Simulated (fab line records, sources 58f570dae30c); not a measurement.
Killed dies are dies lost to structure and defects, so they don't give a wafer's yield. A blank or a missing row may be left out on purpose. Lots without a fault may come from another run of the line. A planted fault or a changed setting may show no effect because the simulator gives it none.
Chamber matching | flow berkeley_cmos170 | UCB170_V2_CMP_02 on cmp-01: 3 sister chambers
The step polishes SiO2. 14 wafers are shown with their chamber, then 4 later ones without.

WAFERS WITH THEIR CHAMBER
wafer  | chamber | motor_current_A (A) | edge_zone_pressure_frac
L126.3 | 3       | 12.9                | 1.001
L126.5 | 2       | 14.0                | 0.998
L126.6 | 3       | 12.6                | 1.006
L129.1 | 2       | 13.2                | 1.005
L129.3 | 1       | 14.0                | 0.995
L129.5 | 2       | 13.9                | 1.005
L130.1 | 3       | 13.1                | 1.001
L130.4 | 2       | 13.4                | 1.005
L130.5 | 1       | 13.8                | 0.992
L140.1 | 1       | 13.8                | 0.993
L140.5 | 1       | 14.2                | 0.995
L140.6 | 2       | 13.5                | 1.009
L142.2 | 2       | 13.8                | 0.999
L142.3 | 3       | 13.0                | 1.004

SIGNATURES (means of the wafers above)
reading                 | chamber 1 | chamber 2 | chamber 3 | scatter within a chamber
motor_current_A         | 13.950    | 13.633    | 12.900    | 0.26
edge_zone_pressure_frac | 0.99375   | 1.00350   | 1.00300   | 0.00319
Rule: a wafer's distance from a chamber is the root of the sum, over the readings, of the square of ((its reading less the chamber's mean) divided by the reading's scatter). The wafer belongs to the nearest chamber; if the next one is less than 2 further off, it can't be placed. The scatter: the root of (the sum of the squares of (reading less its chamber's mean) over the shown wafers, divided by (wafers less chambers)).

WAFERS WITHOUT THEIR CHAMBER
wafer  | motor_current_A (A) | edge_zone_pressure_frac
L147.3 | 13.7                | 1.002
L147.5 | 13.4                | 1.010
L145.5 | 14.1                | 0.997
L145.6 | 13.6                | 0.994

WHICH CHAMBER EACH WENT THROUGH
wafer  | from the rows above     | in truth
L147.3 | 2                       | 2
L147.5 | can't be placed: 2 or 3 | 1
L145.5 | can't be placed: 1 or 2 | 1
L145.6 | can't be placed: 1 or 2 | 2
Placed correctly: 1 of 4. Can't be placed from these rows: 3 (the true chamber is among the candidates in 2). Placed wrongly: 0.
